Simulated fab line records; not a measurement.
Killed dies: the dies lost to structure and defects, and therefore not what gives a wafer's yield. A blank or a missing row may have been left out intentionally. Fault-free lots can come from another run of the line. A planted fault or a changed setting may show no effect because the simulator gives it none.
fab line records	flow rit-cmos
record lots=7	wafers=21	last-day=7
route steps=202 shown M1@188
lots with no fault: from the same line, run without faults
start-h: hours from the record's opening day to when the first of the lot's shown wafers began	wait-h: time in hours since the lot's previous step	" identical to the entry in the row above	L1.1+2: a single row standing in for several wafers	- value missing, or start not given	* or withheld: withheld	< > ~ a bound
route shown NAME@n: NAME is a module with steps in the file, n the number in the route of the first one	usual: the fault-free wafers' mean and standard deviation	same: alike in all rows	chamber/n: place in a boat	sites: per-site readings	_std_site: the values' standard deviation	_edge_site: outer sites' mean less inner sites'	radius-mm: for every site, how far away it sits from the centre of the wafer	mask NAME#n: copy n	behind: the tool/chamber that last shaped the wafer	hold: what put the lot on hold/how long, in hours/how the hold closed	device: which transistor (n, p or np) failed to switch	end of line: the route-end tests of the same wafers	a step without rows: its recipe alone	killed: not the wafer's yield, but the dies lost to structure and defects at the first sort	map: per-die view of a wafer (x killed, . not killed, _ where there is no die)
set.NAME: setting as actually run; set.NAME@STEP: the setting as run at that earlier step	model.NAME: the simulator's own value behind a step, which no gauge read
lots seen at some steps along the route; tables by step, rows by wafer
services: from which hour (start-h, from the record's first day; less than 0 if before it) a tool's chamber was out of use, for how many hours, and why
## steps
# step RIT_M1_COAT_04
# recipe resist=NOVOLAK	spin-rpm=2000	resist-thk-nm=1300
# step RIT_M1_SOFTBAKE_05
# recipe resist=NOVOLAK	temp-c=90	time-s=60
# step RIT_M1_EXPOSE_06
# recipe mask-id=M12	na=0.6	source-shape=conventional	sigma-outer=0.5	target-cd-nm=2600	dose-mj=250
# step RIT_M1_PEB_07
# recipe resist=NOVOLAK	temp-c=withheld	time-s=withheld
# step RIT_M1_DEVELOP_08
# recipe resist=NOVOLAK	develop-time-s=68	dev-temp-c=23
# step RIT_M1_CD_MEAS_09
# recipe target-cd-nm=2600
# usual cd-nm=2599.4/2.2
lot.wafer	tool	chamber	start-h	wait-h	cd-nm
L157.2	cd-sem-01	-	76.06	-	2596.1
L157.3	"	-	"	"	2599.7
L157.5	"	-	"	"	2598.8
L161.4	cd-sem-02	-	100.89	-	2600.5
L161.5	"	-	"	"	2598.6
L161.6	"	-	"	"	2599.9
L162.1	cd-sem-02	-	103.58	-	2599.7
L162.3	"	-	"	"	2603.2
L162.4	"	-	"	"	2601.1
L169.2	cd-sem-01	-	135.67	-	2604.1
L169.3	"	-	"	"	2602.2
L169.6	"	-	"	"	2601.0
L171.1	cd-sem-01	-	144.19	-	2600.1
L171.2	"	-	"	"	2600.7
L171.3	"	-	"	"	2600.9
L172.1	cd-sem-01	-	147.52	-	2600.7
L172.2	"	-	"	"	2599.5
L172.5	"	-	"	"	2601.1
L173.3	cd-sem-02	-	154.88	-	2597.4
L173.5	"	-	"	"	2598.5
L173.6	"	-	"	"	2598.6
# step RIT_M1_OVL_MEAS_10
# usual M1_OVL=1.0/1.5
lot.wafer	tool	chamber	start-h	wait-h	M1_OVL[nm]
L157.2	overlay-01	-	76.16	0.1	2.4
L157.3	"	-	"	"	0.9
L157.5	"	-	"	"	0.7
L161.4	overlay-01	-	100.97	0.1	-0.5
L161.5	"	-	"	"	-1.2
L161.6	"	-	"	"	-1.7
L162.1	overlay-02	-	103.70	0.1	0.8
L162.3	"	-	"	"	0.9
L162.4	"	-	"	"	-0.5
L169.2	overlay-01	-	135.78	0.1	0.1
L169.3	"	-	"	"	-1.0
L169.6	"	-	"	"	-0.8
L171.1	overlay-01	-	144.31	0.1	-0.6
L171.2	"	-	"	"	0.1
L171.3	"	-	"	"	-1.2
L172.1	overlay-01	-	147.64	0.1	1.9
L172.2	"	-	"	"	2.2
L172.5	"	-	"	"	1.8
L173.3	overlay-01	-	154.97	0.1	0.7
L173.5	"	-	"	"	1.0
L173.6	"	-	"	"	0.5
# step RIT_M1_HARDBAKE_11
# recipe resist=NOVOLAK	temp-c=140	time-s=120
# step RIT_M1_METAL_ETCH_12
# recipe stop-on=SiO2	chemistry=Cl2/BCl3	target=Al	time-s=165	over-etch-frac=0.5	pressure-mtorr=100	target-depth-a=6000	rf-w=250	Cl2_flow_sccm=60	bcl3-flow-sccm=50
# usual drypump-motor-current-A=6.1/0.36	oes-product-au=0.774/0.015	throttle-valve-pct=8.24/0.079
# same time-s=165
lot.wafer	tool	chamber	start-h	wait-h	drypump-motor-current-A	oes-product-au	rf-hours-counter-h	throttle-valve-pct
L157.2	rie-metal-03	1	76.44	0.2	6.4	0.771	35	8.22
L157.3	"	0	"	"	6.3	0.788	-	8.38
L157.5	"	1	"	"	6.4	0.767	-	8.22
L161.4	rie-metal-03	1	101.29	0.1	6.4	0.766	-	8.22
L161.5	"	0	"	"	6.3	0.783	-	8.36
L161.6	"	1	"	"	6.4	0.769	-	8.23
L162.1	rie-metal-01	1	103.99	0.2	5.4	0.785	1	8.24
L162.3	"	0	"	"	5.7	0.792	-	8.34
L162.4	"	1	"	"	5.4	0.797	-	8.25
L169.2	rie-metal-04	1	136.06	0.2	5.8	0.771	3	8.21
L169.3	"	1	"	"	5.8	0.775	-	8.22
L169.6	"	1	"	"	5.9	0.782	-	8.20
L171.1	rie-metal-04	0	144.59	0.2	6.4	0.754	4	8.13
L171.2	"	1	"	"	5.8	0.778	3	8.19
L171.3	"	0	"	"	6.4	0.760	-	8.13
L172.1	rie-metal-01	0	147.93	0.2	5.7	0.792	1	8.35
L172.2	"	1	"	"	5.4	0.779	1	8.23
L172.5	"	0	"	"	5.7	0.794	-	8.34
L173.3	rie-metal-04	0	155.36	0.2	6.4	0.748	-	8.14
L173.5	"	1	"	"	5.8	0.770	-	8.23
L173.6	"	0	"	"	6.4	0.756	-	8.14
# step RIT_M1_STRIP_13
# recipe chemistry=nmp	resist=NOVOLAK	temp-c=80	time-s=600	dry=n2-spin
# step RIT_M1_STRIP_14
# recipe chemistry=O2	time-s=180	platen-temp-c=withheld	power-w=500	pressure-mtorr=4000	o2-flow-sccm=4000
# usual drypump-motor-current-A=5.62/0.17
# same time-s=180
lot.wafer	tool	chamber	start-h	wait-h	drypump-motor-current-A	rf-hours-counter-h
L157.2	plasma-asher-03	1	76.78	0.0	5.41	27
L157.3	"	1	"	"	5.41	-
L157.5	"	1	"	"	5.39	-
L161.4	plasma-asher-01	0	101.63	0.1	5.90	-
L161.5	"	0	"	"	5.91	-
L161.6	"	1	"	"	5.39	-
L162.1	plasma-asher-01	1	104.32	0.0	5.42	47
L162.3	"	0	"	"	5.89	-
L162.4	"	1	"	"	5.45	-
L169.2	plasma-asher-02	1	136.40	0.0	5.76	52
L169.3	"	1	"	"	5.76	-
L169.6	"	1	"	"	5.76	-
L171.1	plasma-asher-02	1	144.93	0.0	5.75	53
L171.2	"	0	"	"	5.64	53
L171.3	"	0	"	"	5.64	-
L172.1	plasma-asher-02	0	148.27	0.0	5.61	53
L172.2	"	1	"	"	5.77	53
L172.5	"	1	"	"	5.78	-
L173.3	plasma-asher-02	0	155.73	0.1	5.62	-
L173.5	"	0	"	"	5.62	-
L173.6	"	1	"	"	5.76	-
# step RIT_M1_CD_MEAS_90
# recipe target-cd-nm=2600
# usual cd-nm=2600/3.6
lot.wafer	tool	chamber	start-h	wait-h	cd-nm
L157.2	cd-sem-02	-	76.98	0.1	2595
L157.3	"	-	"	"	2598
L157.5	"	-	"	"	2600
L161.4	cd-sem-02	-	101.93	0.2	2600
L161.5	"	-	"	"	2597
L161.6	"	-	"	"	2600
L162.1	cd-sem-02	-	104.50	0.1	2596
L162.3	"	-	"	"	2603
L162.4	"	-	"	"	2599
L169.2	cd-sem-02	-	136.59	0.1	2605
L169.3	"	-	"	"	2605
L169.6	"	-	"	"	2603
L171.1	cd-sem-02	-	145.11	0.1	2605
L171.2	"	-	"	"	2603
L171.3	"	-	"	"	2607
L172.1	cd-sem-02	-	148.44	0.1	2600
L172.2	"	-	"	"	2597
L172.5	"	-	"	"	2601
L173.3	cd-sem-02	-	155.89	0.1	2602
L173.5	"	-	"	"	2601
L173.6	"	-	"	"	2604
# step RIT_M1_ANNEAL_15
# recipe temp-c=450	time-s=1800	ambient=forming_gas_H2N2
# usual spike-tc-centre-C=451.8/0.97	spike-tc-load-C=465.8/0.91	spike-tc-source-C=474.4/1.1	tube-center-temp-C=450/0.039	tube_center_temp_C_max=451.17/0.19	zone-power-centre-pct=21.10/0.22	zone-power-load-pct=6.40/0.06	zone-power-source-pct=8.19/0.078
# same time-s=1800
lot.wafer	tool	chamber	start-h	wait-h	spike-tc-centre-C	spike-tc-load-C	spike-tc-source-C	tube-center-temp-C	tube_center_temp_C_max	zone-power-centre-pct	zone-power-load-pct	zone-power-source-pct
L157.2	furnace-02	0	77.08	0.1	451.5	467.1	473.8	449.99	451.30	20.80	6.33	8.25
L157.3	"	0	"	"	451.8	466.3	475.7	450.01	451.06	20.94	6.42	8.29
L157.5	"	0	"	"	452.1	465.1	473.7	450.03	451.49	20.52	6.40	8.10
L161.4	furnace-02	0	125.68	23.7	451.8	466.7	474.5	450.01	451.11	20.76	6.34	8.20
L161.5	"	0	"	"	451.1	465.6	473.3	450.06	451.28	21.21	6.28	8.39
L161.6	"	0	"	"	451.9	466.4	473.9	450	451.16	20.96	6.33	8.13
L162.1	furnace-02	0	125.68	21.2	451.2	466.0	473.6	450.02	451.52	20.68	6.48	8.24
L162.3	"	0	"	"	450.9	464.9	473.9	450.04	451.11	21.34	6.46	8.10
L162.4	"	0	"	"	452.7	465.5	473.9	450.02	451.18	21.08	6.49	8.28
L169.2	furnace-02	0	136.69	0.1	452.2	465.7	473.4	450	450.86	21.46	6.34	8.11
L169.3	"	0	"	"	452.1	464.9	474.9	450.01	451.33	20.96	6.37	8.18
L169.6	"	0	"	"	451.4	465.6	474.5	450.07	451.35	21.04	6.46	8.33
L171.1	furnace-02	0	145.23	0.1	341.8	356.3	362.5	340.05	341.11	15.26	4.14	5.32
L171.2	"	0	"	"	341.4	356.7	364.3	340.02	341.27	15.34	4.21	5.40
L171.3	"	0	"	"	342.9	353.3	362.7	339.98	341.16	15.70	4.16	5.33
L172.1	furnace-02	0	148.56	0.1	343.1	354.0	362.1	339.97	340.96	15.18	4.16	5.29
L172.2	"	0	"	"	342.0	354.6	363.8	340	341.35	15.68	4.17	5.28
L172.5	"	0	"	"	341.1	354.3	362.0	339.96	341.14	15.57	4.23	5.25
L173.3	furnace-02	0	155.97	0.1	342.8	356.8	361.3	340.02	341.17	15.22	4.22	5.39
L173.5	"	0	"	"	341.9	354.5	363.9	340.01	341.02	15.51	4.24	5.31
L173.6	"	0	"	"	342.1	355.6	362.5	340.02	341.02	15.66	4.14	5.27
# step RIT_M1_BOW_MEAS_16
# recipe mode=bow
# usual M1_BOW=17/6.3
lot.wafer	tool	chamber	start-h	wait-h	M1_BOW[um]
L157.2	film-metro-01	-	78.60	0.0	20
L157.3	"	-	"	"	10
L157.5	"	-	"	"	25
L162.1	film-metro-01	-	127.18	0.0	18
L162.3	"	-	"	"	24
L162.4	"	-	"	"	14
L161.4	film-metro-02	-	127.24	0.1	19
L161.5	"	-	"	"	20
L161.6	"	-	"	"	14
L169.2	film-metro-02	-	138.21	0.0	16
L169.3	"	-	"	"	16
L169.6	"	-	"	"	11
L171.1	film-metro-01	-	146.73	0.0	16
L171.2	"	-	"	"	24
L171.3	"	-	"	"	20
L172.1	film-metro-01	-	150.06	0.0	6
L172.2	"	-	"	"	21
L172.5	"	-	"	"	24
L173.3	film-metro-02	-	157.51	0.0	29
L173.5	"	-	"	"	21
L173.6	"	-	"	"	9
# step RIT_M1_PROBE_99
# usual defect-limited-yield=97.4/1	killed_at_M0_to_M3=0.0/0.12	killed-at-front-end=6.8/2.7	killed-dies=6.8/2.7	killed-open=3.4/1.8	killed-short=3.5/1.7	sort_bin_3_pad_short=0.1/0.23	sort_bin_5_function=1.5/0.67	sort_bin_6_memory=1.0/0.67	sort-n-pass=257.2/2.7	sort-yield-pct=97.4/1
# same gross-dies=264	killed_at_M4_up=0	killed-at-back-side=0	killed-at-contacts=0	killed-at-other=0
lot.wafer	tool	chamber	start-h	wait-h	defect-limited-yield[%]	killed_at_M0_to_M3	killed-at-front-end	killed-dies	killed-open	killed-short	sort_bin_3_pad_short[%]	sort_bin_5_function[%]	sort_bin_6_memory[%]	sort-n-pass	sort-yield-pct[%]
L157.2	prober-02	-	78.75	0.1	97.0	0	8	8	4	4	0.8	1.9	0.4	256.0	97.0
L157.3	prober-02	-	78.80	0.2	94.7	0	14	14	9	5	0.4	3.0	1.9	250.0	94.7
L157.5	prober-02	-	78.90	0.2	96.6	0	9	9	4	5	0	1.1	2.3	255.0	96.6
L161.4	prober-01	-	127.45	0.2	97.3	0	7	7	5	2	0	0.8	1.9	257.0	97.3
L161.5	prober-01	-	127.50	0.2	98.1	0	5	5	3	2	0	1.9	0	259.0	98.1
L161.6	prober-01	-	127.55	0.2	97.7	0	6	6	4	2	0	1.5	0.8	258.0	97.7
L162.1	prober-01	-	127.60	0.4	97.0	0	8	8	3	5	0	2.7	0.4	256.0	97.0
L162.3	prober-01	-	127.70	0.5	98.9	0	3	3	2	1	0	1.1	0	261.0	98.9
L162.4	prober-01	-	127.75	0.5	97.7	0	6	6	3	3	0	1.5	0.8	258.0	97.7
L169.2	prober-01	-	138.36	0.1	97.7	0	6	6	2	4	0	1.1	1.1	258.0	97.7
L169.3	prober-01	-	138.41	0.2	97.7	0	6	6	5	1	0	1.9	0.4	258.0	97.7
L169.6	prober-01	-	138.56	0.2	97.3	0	7	7	5	2	0	1.5	1.1	257.0	97.3
L171.1	prober-01	-	146.85	0.1	98.1	0	5	5	3	2	0.4	0.4	1.1	259.0	98.1
L171.2	prober-01	-	146.90	0.1	96.6	0	9	9	3	6	0	2.7	0.8	255.0	96.6
L171.3	prober-01	-	146.95	0.2	97.3	1	6	7	4	3	0	1.5	1.1	257.0	97.3
L172.1	prober-01	-	150.18	0.1	98.1	0	5	5	1	4	0	1.1	0.8	259.0	98.1
L172.2	prober-01	-	150.23	0.1	97.7	0	6	6	3	3	0	1.5	0.8	258.0	97.7
L172.5	prober-01	-	150.38	0.2	97.3	0	7	7	5	2	0	0.8	1.9	257.0	97.3
L173.3	prober-02	-	157.69	0.2	97.0	0	8	8	3	5	0	1.5	1.5	256.0	97.0
L173.5	prober-02	-	157.79	0.2	98.1	0	5	5	1	4	0	1.1	0.8	259.0	98.1
L173.6	prober-02	-	157.84	0.2	95.8	0	11	11	5	6	0.4	2.7	1.1	253.0	95.8
# killed by level:class
L157.2 FOX1:geometric-particle:open=2 FOX1:geometric-particle:short=2 GATE:geometric-particle:short=1 GATE:geometric-particle:open=1 REOX:geometric-particle:short=1 REOX:geometric-particle:open=1
L157.3 FOX1:geometric-particle:short=3 GATE:geometric-particle:open=3 SPACER:geometric-particle:open=3 FOX1:geometric-particle:open=1 FOX2:geometric-particle:open=1 GATE:geometric-particle:short=1 REOX:geometric-particle:open=1 SPACER:geometric-particle:short=1
L157.5 REOX:geometric-particle:short=3 FOX1:geometric-particle:open=1 FOX1:geometric-particle:short=1 GATE:geometric-particle:open=1 SPACER:geometric-particle:short=1 SPACER:geometric-particle:open=1 SILICIDE:geometric-particle:open=1
L161.4 FOX1:geometric-particle:open=2 REOX:geometric-particle:open=2 FOX2:geometric-particle:open=1 FOX2:geometric-particle:short=1 REOX:geometric-particle:short=1
L161.5 REOX:geometric-particle:open=2 FOX1:geometric-particle:short=1 FOX1:geometric-particle:open=1 REOX:geometric-particle:short=1
L161.6 GATE:geometric-particle:open=2 FOX1:geometric-particle:open=1 REOX:geometric-particle:open=1 SPACER:geometric-particle:short=1 SILICIDE:geometric-particle:short=1
L162.1 FOX2:geometric-particle:short=2 GATE:geometric-particle:short=2 GATE:geometric-particle:open=1 REOX:geometric-particle:open=1 SPACER:geometric-particle:short=1 SILICIDE:geometric-particle:open=1
L162.3 GATE:geometric-particle:open=1 GATE:geometric-particle:short=1 REOX:geometric-particle:open=1
L162.4 GATE:geometric-particle:short=2 SILICIDE:geometric-particle:open=2 FOX2:geometric-particle:short=1 GATE:geometric-particle:open=1
L169.2 FOX1:geometric-particle:short=2 FOX1:geometric-particle:open=1 GATE:geometric-particle:short=1 SPACER:geometric-particle:short=1 SPACER:geometric-particle:open=1
L169.3 FOX1:geometric-particle:open=2 FOX2:geometric-particle:short=1 GATE:geometric-particle:open=1 REOX:geometric-particle:open=1 SILICIDE:geometric-particle:open=1
L169.6 FOX1:geometric-particle:open=3 GATE:geometric-particle:short=1 REOX:geometric-particle:open=1 SPACER:geometric-particle:short=1 SPACER:geometric-particle:open=1
L171.1 GATE:geometric-particle:open=2 FOX1:geometric-particle:short=1 FOX1:geometric-particle:open=1 REOX:geometric-particle:short=1
L171.2 GATE:geometric-particle:short=2 REOX:geometric-particle:short=2 FOX1:geometric-particle:short=1 GATE:geometric-particle:open=1 REOX:geometric-particle:open=1 SPACER:geometric-particle:open=1 SPACER:geometric-particle:short=1
L171.3 FOX1:geometric-particle:open=2 GATE:geometric-particle:open=1 SILICIDE:geometric-particle:short=1 REOX:geometric-particle:short=1 SPACER:geometric-particle:open=1 M1:geometric-particle:short=1
L172.1 FOX1:geometric-particle:short=2 FOX1:geometric-particle:open=1 GATE:geometric-particle:short=1 REOX:geometric-particle:short=1
L172.2 FOX1:geometric-particle:open=2 SILICIDE:geometric-particle:short=2 FOX2:geometric-particle:short=1 REOX:geometric-particle:open=1
L172.5 SPACER:geometric-particle:open=2 SILICIDE:geometric-particle:open=2 FOX1:geometric-particle:open=1 FOX1:geometric-particle:short=1 SILICIDE:geometric-particle:short=1
L173.3 GATE:geometric-particle:open=2 SILICIDE:geometric-particle:short=2 FOX1:geometric-particle:short=1 GATE:geometric-particle:short=1 SPACER:geometric-particle:open=1 REOX:geometric-particle:short=1
L173.5 GATE:geometric-particle:short=2 GATE:geometric-particle:open=1 REOX:geometric-particle:short=1 SPACER:geometric-particle:short=1
L173.6 FOX2:geometric-particle:short=2 SILICIDE:geometric-particle:open=2 SILICIDE:geometric-particle:short=2 FOX1:geometric-particle:short=1 FOX1:geometric-particle:open=1 GATE:geometric-particle:open=1 GATE:geometric-particle:short=1 SPACER:geometric-particle:open=1
## services
tool	chamber	start-h	hours	kind
furnace-02	-	101.36	24.3	repair
furnace-02	-	115.13	2.8	repair
rie-metal-03	-	124.72	1.1	repair
plasma-asher-02	-	126.35	4.3	pm
rie-metal-03	-	136.12	20.0	pm
rie-metal-03	0	136.12	20.0	vent-cycle
rie-metal-03	1	136.12	20.0	vent-cycle
## key
first-sign step=RIT_M1_ANNEAL_15	reading=tube-center-temp-C	direction=down	sigmas=99+	usual=*	struck=*
effect step=RIT_M1_ANNEAL_15	reading=tube_center_temp_C_max	direction=down	sigmas=99+	usual=*	struck=*
met-at RIT_M1_ANNEAL_15
struck-wafers L171.1,L171.2,L171.3,L172.1,L172.2,L172.5,L173.3,L173.5,L173.6
onset-between 136.69 145.23
fault kind=process-parameter-drift	tool=furnace-02	chamber=-	onset-h=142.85	steps=RIT_M1_ANNEAL_15	channel=temp-c	offset=*	shape=step	end-h=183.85	stated=*
